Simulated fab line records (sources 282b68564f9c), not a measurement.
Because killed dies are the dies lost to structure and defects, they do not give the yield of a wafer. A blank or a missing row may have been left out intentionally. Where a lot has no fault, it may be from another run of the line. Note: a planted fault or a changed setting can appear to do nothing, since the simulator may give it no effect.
Check of tool commonality -- flow rit-cmos -- Sample size 14 lots and 42 wafers

## WHY IT WAS OPENED
At RIT_SILICIDE_RS_MEAS_02 the reading SILICIDE_TI_RS is flagged on 2 of 14 lots. Fault-free wafers read 48.0 ohm/sq, with a standard deviation of 0.82.
Rule: a lot is flagged in two cases, either no wafer of it has a number, or all its wafers with numbers fall more than 4 standard deviations from that mean. The rest of the lots are taken to be sound.

lot,measured,on,"SILICIDE_TI_RS (ohm/sq), wafer by wafer",flag
L912,day 3 13:22,film-metro-01,47.7 47.9 47.3,
L913,day 3 18:56,film-metro-03,46.8 47.1 47.4,
L916,day 4 08:04,film-metro-03,46.9 47.9 47.0,
L918,day 5 02:47,film-metro-02,47.5 47.6 47.7,
L919,day 5 03:02,film-metro-01,47.3 46.5 46.4,
L920,day 5 07:40,film-metro-01,48.6 48.2 47.7,
L921,day 5 14:59,film-metro-01,49.6 48.9 49.9,
L923,day 6 08:26,film-metro-02,48.9 48.7 49.1,
L926,day 7 01:46,film-metro-03,72.3 73.3 72.0,FLAGGED
L930,day 7 15:25,film-metro-01,71.7 71.4 72.1,FLAGGED
L932,day 7 23:56,film-metro-03,48.3 49.6 48.5,
L931,day 8 02:27,film-metro-03,46.4 47.0 47.0,
L934,day 8 04:25,film-metro-03,47.0 47.9 47.0,
L935,day 8 07:13,film-metro-01,48.5 47.9 48.3,
The mean of the flagged lots' numbers is 72.1 ohm/sq, +24.1 ohm/sq from the usual (+29 standard deviations).

## TOOL THAT RAN EACH LOT
Before the reading, the record contains 2 process steps out of a 202-step route. Every cell lists first the tool, next ch and the chambers used by the sampled wafers, and last the start.
lot,flag,RIT_PRETRO_SOFTBAKE_02,RIT_SILICIDE_SPUTTER_01
L912,,"litho-track-04 ch 0, day 2 14:46","pvd-sputter-03, day 3 13:10"
L913,,"litho-track-04 ch 0, day 2 18:05","pvd-sputter-02, day 3 18:47"
L916,,"litho-track-02 ch 0, day 3 07:26","pvd-sputter-02, day 4 07:53"
L918,,"litho-track-04 ch 0, day 3 19:17","pvd-sputter-02, day 5 02:38"
L919,,"litho-track-01 ch 0, day 3 22:35","pvd-sputter-04, day 5 02:53"
L920,,"litho-track-04 ch 0, day 4 03:36","pvd-sputter-02, day 5 07:29"
L921,,"litho-track-04 ch 0, day 4 08:50","pvd-sputter-03, day 5 14:47"
L923,,"litho-track-04 ch 0, day 5 00:31","pvd-sputter-03, day 6 08:16"
L926,FLAGGED,"litho-track-04 ch 0, day 5 17:57","pvd-sputter-03, day 7 01:35"
L930,FLAGGED,"litho-track-01 ch 0, day 6 14:07","pvd-sputter-03, day 7 15:16"
L932,,"litho-track-02 ch 0, day 6 22:26","pvd-sputter-02, day 7 23:47"
L931,,"litho-track-01 ch 0, day 6 22:16","pvd-sputter-04, day 8 02:17"
L934,,"litho-track-02 ch 0, day 7 03:43","pvd-sputter-02, day 8 04:16"
L935,,"litho-track-02 ch 0, day 7 06:52","pvd-sputter-02, day 8 07:01"
These steps, and what they do:
- RIT_PRETRO_SOFTBAKE_02: time 60.96 s.
- RIT_SILICIDE_SPUTTER_01: material Ti, target thk 30 nm, time 240 s.
- RIT_SILICIDE_RS_MEAS_02: measures by four-point-probe.

## FLAGGED AGAINST TOTAL, ONE TOOL AT A TIME (gauges that did the reading follow at the end)
step,tool,lots run,flagged,share of the flagged lots,sound lots run after its first flagged lot
RIT_PRETRO_SOFTBAKE_02,litho-track-01,3,1,some,1 (L931)
RIT_PRETRO_SOFTBAKE_02,litho-track-02,4,0,none,-
RIT_PRETRO_SOFTBAKE_02,litho-track-04,7,1,some,0
RIT_SILICIDE_SPUTTER_01,pvd-sputter-02,7,0,none,-
RIT_SILICIDE_SPUTTER_01,pvd-sputter-03,5,2,all,0
RIT_SILICIDE_SPUTTER_01,pvd-sputter-04,2,0,none,-
RIT_SILICIDE_RS_MEAS_02,film-metro-01,6,1,some,1 (L935)
RIT_SILICIDE_RS_MEAS_02,film-metro-02,2,0,none,-
RIT_SILICIDE_RS_MEAS_02,film-metro-03,6,1,some,"3 (L932,L931,L934)"

## WHAT THE TABLE PERMITS
1 row of the table ran every flagged lot: pvd-sputter-03 at RIT_SILICIDE_SPUTTER_01.
- pvd-sputter-03 at RIT_SILICIDE_SPUTTER_01: 2 of its 5 lots flagged. Last sound lot L923 at day 6 08:16, first flagged lot L926 at day 7 01:35; a fault beginning in between fits.
Left over: one tool, pvd-sputter-03 at RIT_SILICIDE_SPUTTER_01.

## WHAT HAD BEEN PUT IN BY THE SIMULATOR
Site profile drift: pvd-sputter-03, from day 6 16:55 on, at RIT_SILICIDE_SPUTTER_01. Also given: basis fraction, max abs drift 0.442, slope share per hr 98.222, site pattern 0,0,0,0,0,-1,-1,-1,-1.
Shown lots that were struck: L926, L930. The same result came from the rule above.
